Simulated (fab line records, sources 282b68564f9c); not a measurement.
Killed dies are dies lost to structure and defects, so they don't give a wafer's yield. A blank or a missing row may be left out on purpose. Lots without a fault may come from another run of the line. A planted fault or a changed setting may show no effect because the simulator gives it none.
fab line records | flow rit_cmos
record lots=6 wafers=18 last_day=7
route steps=202 shown M1@185
lots that met no fault: from a run of the same line without faults
start_h: hours from the record's first day to the start of the lot's first wafer shown | wait_h: hours since the lot's step before | " the same as in the row above | L1.1+2: a row that stands for several wafers | - no value, or no start given | * or withheld: withheld | < > ~ a bound
route shown NAME@n: a module of which the file shows steps, and the number in the route of the first | usual: mean/standard deviation of fault-free wafers | same: alike in all rows | chamber/n: place in a boat | sites: the reading at each site | _std_site: their standard deviation | _edge_site: outer sites' mean less inner sites' | radius_mm: how far each site lies from the wafer's centre | mask NAME#n: copy n | behind: the tool/chamber that last shaped the wafer | hold: why the lot was held/for how many hours/how that ended | device: the transistor (n, p or np) that didn't switch | end of line: the same wafers' tests at the end of the route | a step without rows: its recipe alone | killed: dies lost to structure and defects at the first sort, not the wafer's yield | map: a wafer's dies, x killed, . not, _ none there
set.NAME: the setting as run; set.NAME@STEP: as run at that earlier step | model.NAME: the simulator's own value behind a step, which no gauge read
lots at some steps of the route; a table a step, a row a wafer
services: from which hour (start_h, from the record's first day; less than 0 if before it) a tool's chamber was out of use, for how many hours, and why
## steps
# step RIT_M1_RS_MEAS_01
# recipe thk_meas_gauge=four-point-probe reads=Al_of_M1_SPUTTER_00
# usual M1_AL_RS=0.0735/0.00098
# columns lot.wafer tool chamber start_h wait_h M1_AL_RS[ohm/sq]
L945.3 film_metro-03 - 53.70 0.2 0.0715
L945.4 " - " " 0.0731
L945.6 " - " " 0.0720
L952.3 film_metro-04 - 94.15 0.2 0.0730
L952.4 " - " " 0.0750
L952.6 " - " " 0.0747
L955.2 film_metro-03 - 104.04 0.2 0.0744
L955.3 " - " " 0.0731
L955.5 " - " " 0.0738
L961.3 film_metro-02 - 139.05 0.2 0.0737
L961.4 " - " " 0.0726
L961.6 " - " " 0.0718
L964.2 film_metro-03 - 150.84 0.2 0.0728
L964.4 " - " " 0.0729
L964.6 " - " " 0.0738
L965.4 film_metro-04 - 158.37 0.2 0.0733
L965.5 " - " " 0.0747
L965.6 " - " " 0.0744
# step RIT_M1_THK_MEAS_02
# recipe thk_meas_gauge=xrf reads=Al_of_M1_SPUTTER_00
# usual M1_AL_THK=407/5.9
# columns lot.wafer tool chamber start_h wait_h M1_AL_THK[nm]
L945.3 film_metro-03 - 53.80 0.1 418
L945.4 " - " " 410
L945.6 " - " " 413
L952.3 film_metro-04 - 94.25 0.1 410
L952.4 " - " " 403
L952.6 " - " " 403
L955.2 film_metro-03 - 104.15 0.1 401
L955.3 " - " " 409
L955.5 " - " " 407
L961.3 film_metro-02 - 139.15 0.1 405
L961.4 " - " " 408
L961.6 " - " " 416
L964.2 film_metro-03 - 150.95 0.1 407
L964.4 " - " " 406
L964.6 " - " " 403
L965.4 film_metro-04 - 158.46 0.1 411
L965.5 " - " " 405
L965.6 " - " " 402
# step RIT_M1_HMDS_03
# recipe prime_time_s=60 prime_temp_c=140
# step RIT_M1_COAT_04
# recipe resist=NOVOLAK spin_rpm=2000 resist_thk_nm=1300
# step RIT_M1_SOFTBAKE_05
# recipe resist=NOVOLAK temp_c=90 time_s=60
# step RIT_M1_EXPOSE_06
# recipe mask_id=M12 na=0.6 source_shape=conventional sigma_outer=0.5 target_cd_nm=2600 dose_mj=250
# step RIT_M1_PEB_07
# recipe resist=NOVOLAK temp_c=withheld time_s=withheld
# step RIT_M1_DEVELOP_08
# recipe resist=NOVOLAK develop_time_s=68 dev_temp_c=23
# step RIT_M1_CD_MEAS_09
# recipe target_cd_nm=2600
# usual cd_nm=2600.4/2.5
# columns lot.wafer tool chamber start_h wait_h cd_nm
L945.3 cd_sem-02 - 54.96 - 2599.4
L945.4 " - " " 2596.2
L945.6 " - " " 2597.5
L952.3 cd_sem-01 - 95.21 - 2603.6
L952.4 " - " " 2603.2
L952.6 " - " " 2604.8
L955.2 cd_sem-01 - 105.11 - 2599.4
L955.3 " - " " 2599.1
L955.5 " - " " 2597.6
L961.3 cd_sem-02 - 140.27 - 2596.3
L961.4 " - " " 2596.1
L961.6 " - " " 2598.2
L964.2 cd_sem-01 - 152.02 - 2598.5
L964.4 " - " " 2598.2
L964.6 " - " " 2598.4
L965.4 cd_sem-02 - 159.60 - 2601.5
L965.5 " - " " 2601.6
L965.6 " - " " 2601.8
# step RIT_M1_OVL_MEAS_10
# usual M1_OVL=1.0/1.4
# columns lot.wafer tool chamber start_h wait_h M1_OVL[nm]
L945.3 overlay-01 - 55.05 0.1 2.8
L945.4 " - " " 0.8
L945.6 " - " " 1.5
L952.3 overlay-01 - 95.30 0.1 -0.4
L952.4 " - " " 0.5
L952.6 " - " " 1.0
L955.2 overlay-01 - 105.22 0.1 4.7
L955.3 " - " " 3.4
L955.5 " - " " 2.2
L961.3 overlay-02 - 140.36 0.1 1.0
L961.4 " - " " 0.8
L961.6 " - " " 0.6
L964.2 overlay-02 - 152.13 0.1 2.8
L964.4 " - " " 3.4
L964.6 " - " " 2.3
L965.4 overlay-02 - 159.68 0.1 2.2
L965.5 " - " " 2.2
L965.6 " - " " 1.7
# step RIT_M1_HARDBAKE_11
# recipe resist=NOVOLAK temp_c=140 time_s=120
# step RIT_M1_METAL_ETCH_12
# recipe stop_on=SiO2 chemistry=Cl2/BCl3 target=Al time_s=165 over_etch_frac=0.5 pressure_mtorr=100 target_depth_a=6000 rf_w=246.2 Cl2_flow_sccm=60 bcl3_flow_sccm=50
# usual drypump_motor_current_A=5.4/0.49 oes_product_au=0.773/0.012 throttle_valve_pct=8.24/0.18
# columns lot.wafer tool chamber start_h wait_h drypump_motor_current_A oes_product_au rf_hours_counter_h throttle_valve_pct
L945.3 rie_metal-03 0 55.43 0.2 5.8 0.792 - 8.01
L945.4 " 0 " " 5.8 0.774 - 8.01
L945.6 " 0 " " 5.8 0.779 - 8.02
L952.3 rie_metal-02 0 95.63 0.2 4.8 0.766 - 8.06
L952.4 " 1 " " 5.9 0.748 - 8.38
L952.6 " 0 " " 4.8 0.766 - 8.05
L955.2 rie_metal-02 0 105.50 0.2 4.8 0.763 1 8.03
L955.3 " 0 " " 4.8 0.773 - 8.04
L955.5 " 0 " " 4.8 0.760 - 8.06
L961.3 rie_metal-02 1 140.69 0.2 5.9 0.759 - 8.41
L961.4 " 0 " " 4.8 0.782 - 8.06
L961.6 " 1 " " 5.9 0.767 - 8.39
L964.2 rie_metal-03 0 152.41 0.2 5.8 0.776 4 8.01
L964.4 " 0 " " 5.8 0.783 - 8.03
L964.6 " 0 " " 5.8 0.775 - 8.00
L965.4 rie_metal-01 0 160.00 0.1 6.1 0.787 - 8.30
L965.5 " 0 " " 6.1 0.764 - 8.32
L965.6 " 1 " " 5.0 0.764 - 8.24
# step RIT_M1_STRIP_13
# recipe chemistry=nmp resist=NOVOLAK temp_c=80 time_s=600 dry=n2_spin
# usual run_length_s=629/3.9
# columns lot.wafer tool chamber start_h wait_h run_length_s
L945.3 wet_bench-04 2 55.65 0.2 632
L945.4 " 2 " " 632
L945.6 " 2 " " 632
L952.3 wet_bench-01 2 95.73 0.1 704
L952.4 " 2 " " 704
L952.6 " 2 " " 704
L955.2 wet_bench-01 2 105.66 0.1 705
L955.3 " 2 " " 705
L955.5 " 2 " " 705
L961.3 wet_bench-03 0 140.80 0.1 626
L961.4 " 0 " " 626
L961.6 " 0 " " 626
L964.2 wet_bench-03 3 152.57 0.1 625
L964.4 " 3 " " 625
L964.6 " 3 " " 625
L965.4 wet_bench-01 0 160.11 0.1 626
L965.5 " 0 " " 626
L965.6 " 0 " " 626
# step RIT_M1_STRIP_14
# recipe chemistry=O2 time_s=180 platen_temp_c=withheld power_w=500 pressure_mtorr=4000 o2_flow_sccm=4000
# usual drypump_motor_current_A=6.0/0.64 rf_refl_power_W=5.6/0.91 run_length_s=208.5/0.37
# columns lot.wafer tool chamber start_h wait_h drypump_motor_current_A rf_hours_counter_h rf_refl_power_W run_length_s
L945.3 plasma_asher-01 0 56.09 0.1 6.8 - 5.3 208.2
L945.4 " 1 " " 5.6 - 4.1 208.6
L945.6 " 1 " " 5.6 - 4.3 208.8
L952.3 plasma_asher-03 1 95.97 0.1 4.9 - 5.6 208.2
L952.4 " 0 " " 6.2 - 7.4 208.4
L952.6 " 0 " " 6.2 - 7.3 208.3
L955.2 plasma_asher-03 1 105.83 0.0 4.9 45 5.1 208.0
L955.3 " 1 " " 4.9 - 5.4 208.1
L955.5 " 0 " " 6.2 - 7.1 208.3
L961.3 plasma_asher-01 0 141.03 0.1 6.8 - 5.4 208.2
L961.4 " 1 " " 5.6 - 4.4 208.7
L961.6 " 0 " " 6.8 - 5.7 208.3
L964.2 plasma_asher-02 0 152.74 0.0 6.2 36 6.3 209.1
L964.4 " 0 " " 6.2 - 6.2 208.5
L964.6 " 0 " " 6.1 - 6.4 208.7
L965.4 plasma_asher-03 1 160.35 0.1 4.9 - 5.3 207.9
L965.5 " 0 " " 6.2 - 7.3 208.3
L965.6 " 1 " " 4.9 - 5.4 207.9
# step RIT_M1_PROBE_99
# usual defect_limited_yield=97.3/1.2 killed_at_contacts=0.1/0.26 killed_at_front_end=7/3.1 killed_dies=7/3.1 killed_on_rim=1.9/1.5 killed_open=3.5/1.9 killed_short=3.4/2.1 sort_bin_3_pad_short=0.2/0.27 sort_bin_5_function=1.5/0.79 sort_bin_6_memory=1.0/0.63 sort_n_pass=257/3.1 sort_yield_pct=97.3/1.2
# same gross_dies=264 killed_at_M0_to_M3=0 killed_at_M4_up=0 killed_at_back_side=0 killed_at_other=0
# columns lot.wafer tool chamber start_h wait_h defect_limited_yield[%] killed_at_contacts killed_at_front_end killed_dies killed_on_rim killed_open killed_short sort_bin_3_pad_short[%] sort_bin_5_function[%] sort_bin_6_memory[%] sort_n_pass sort_yield_pct[%]
L945.3 prober-01 - 58.55 0.2 97.7 1 5 6 3 3 3 0 1.5 0.8 258 97.7
L945.4 prober-01 - 58.60 0.2 99.2 0 2 2 0 1 1 0.4 0.4 0 262 99.2
L945.6 prober-01 - 58.70 0.2 97.0 0 8 8 1 5 3 0.4 1.1 1.5 256 97.0
L952.3 prober-01 - 98.95 0.2 98.1 0 5 5 2 2 3 0 1.1 0.8 259 98.1
L952.4 prober-01 - 99.00 0.2 98.1 0 5 5 2 2 3 0 0.8 1.1 259 98.1
L952.6 prober-01 - 99.10 0.2 94.7 0 14 14 6 5 9 0.8 2.3 2.3 250 94.7
L955.2 prober-02 - 107.97 0.1 98.5 1 3 4 0 4 0 0 0.4 1.1 260 98.5
L955.3 prober-02 - 108.02 0.2 98.9 0 3 3 1 1 2 0 1.1 0 261 98.9
L955.5 prober-02 - 108.12 0.2 97.3 0 7 7 3 5 2 0 1.9 0.8 257 97.3
L961.3 prober-02 - 142.99 0.2 97.7 0 6 6 1 2 4 0 1.1 1.1 258 97.7
L961.4 prober-02 - 143.04 0.2 96.6 0 9 9 1 2 7 0.8 1.5 1.1 255 96.6
L961.6 prober-02 - 143.14 0.2 95.8 1 10 11 6 6 5 0.4 3.0 0.8 253 95.8
L964.2 prober-01 - 154.71 0.1 95.8 0 11 11 3 4 7 0 3.0 1.1 253 95.8
L964.4 prober-01 - 154.81 0.2 96.2 0 10 10 1 2 8 0 2.7 1.1 254 96.2
L964.6 prober-01 - 154.91 0.2 93.9 0 16 16 2 8 8 0.8 2.3 3.0 248 93.9
L965.4 prober-02 - 162.35 0.2 96.6 0 9 9 1 4 5 0 2.3 1.1 255 96.6
L965.5 prober-02 - 162.40 0.2 96.6 0 9 9 1 3 6 0.4 1.5 1.5 255 96.6
L965.6 prober-02 - 162.45 0.2 96.2 0 10 10 2 5 5 0.4 2.3 1.1 254 96.2
# killed by level:class
L945.3 SILICIDE:geometric_particle:short=2 SPACER:geometric_particle:short=1 SPACER:geometric_particle:open=1 SILICIDE:geometric_particle:open=1 CONTACT:geometric_particle:open=1
L945.4 GATE:geometric_particle:short=1 SILICIDE:geometric_particle:open=1
L945.6 FOX1:geometric_particle:open=3 GATE:geometric_particle:short=2 GATE:geometric_particle:open=1 REOX:geometric_particle:short=1 SPACER:geometric_particle:open=1
L952.3 SPACER:geometric_particle:short=2 FOX2:geometric_particle:short=1 GATE:geometric_particle:open=1 SILICIDE:geometric_particle:open=1
L952.4 SILICIDE:geometric_particle:short=2 FOX2:geometric_particle:short=1 REOX:geometric_particle:open=1 SILICIDE:geometric_particle:open=1
L952.6 GATE:geometric_particle:short=3 FOX2:geometric_particle:short=2 GATE:geometric_particle:open=2 SILICIDE:geometric_particle:short=2 FOX1:geometric_particle:open=1 REOX:geometric_particle:short=1 SPACER:geometric_particle:open=1 SPACER:geometric_particle:short=1
L955.2 SPACER:geometric_particle:open=2 GATE:geometric_particle:open=1 CONTACT:geometric_particle:open=1
L955.3 GATE:geometric_particle:short=2 SILICIDE:geometric_particle:open=1
L955.5 GATE:geometric_particle:open=3 FOX1:geometric_particle:open=1 GATE:geometric_particle:short=1 REOX:geometric_particle:short=1 SILICIDE:geometric_particle:open=1
L961.3 GATE:geometric_particle:short=2 GATE:geometric_particle:open=1 REOX:geometric_particle:short=1 REOX:geometric_particle:open=1 SILICIDE:geometric_particle:short=1
L961.4 REOX:geometric_particle:short=4 GATE:geometric_particle:short=3 SILICIDE:geometric_particle:open=2
L961.6 GATE:geometric_particle:short=4 GATE:geometric_particle:open=4 FOX1:geometric_particle:short=1 FOX1:geometric_particle:open=1 CONTACT:geometric_particle:open=1
L964.2 GATE:geometric_particle:short=5 GATE:geometric_particle:open=3 FOX1:geometric_particle:short=1 SILICIDE:geometric_particle:open=1 SILICIDE:geometric_particle:short=1
L964.4 GATE:geometric_particle:short=3 FOX1:geometric_particle:short=2 SPACER:geometric_particle:short=2 GATE:geometric_particle:open=1 SPACER:geometric_particle:open=1 SILICIDE:geometric_particle:short=1
L964.6 GATE:geometric_particle:short=6 GATE:geometric_particle:open=3 REOX:geometric_particle:open=2 SILICIDE:geometric_particle:open=2 FOX1:geometric_particle:short=1 FOX1:geometric_particle:open=1 SILICIDE:geometric_particle:short=1
L965.4 GATE:geometric_particle:short=3 FOX1:geometric_particle:open=2 REOX:geometric_particle:short=2 REOX:geometric_particle:open=1 FOX2:geometric_particle:open=1
L965.5 GATE:geometric_particle:short=3 FOX2:geometric_particle:short=2 GATE:geometric_particle:open=2 ACTIVE:geometric_particle:open=1 SPACER:geometric_particle:short=1
L965.6 GATE:geometric_particle:short=3 GATE:geometric_particle:open=3 FOX2:geometric_particle:short=1 REOX:geometric_particle:open=1 SPACER:geometric_particle:open=1 SILICIDE:geometric_particle:short=1
## services
# columns tool chamber start_h hours kind
plasma_asher-02 - 38.91 14.6 pm
rie_metal-03 1 51.20 18.5 repair
plasma_asher-01 - 59.59 11.9 repair
wet_bench-01 - 74.24 1.2 repair
rie_metal-01 - 97.12 1.4 pm
rie_metal-01 - 104.26 0.2 repair
rie_metal-03 - 105.44 2.8 pm
rie_metal-01 - 136.12 20.0 pm
rie_metal-01 0 136.12 20.0 vent_cycle
rie_metal-01 1 136.12 20.0 vent_cycle
rie_metal-01 0 156.12 - clean
rie_metal-01 1 156.12 - clean
## key
first_sign step=RIT_M1_STRIP_13 reading=run_length_s direction=up sigmas=19 usual=* struck=*
effect none on later readings
met_at RIT_M1_STRIP_13
struck_wafers L952.3,L952.4,L952.6,L955.2,L955.3,L955.5
fault kind=process_parameter_drift tool=wet_bench-01 chamber=- onset_h=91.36 steps=RIT_M1_STRIP_13 channel=time_s offset=* shape=step end_h=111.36 acts_in=* stated=*
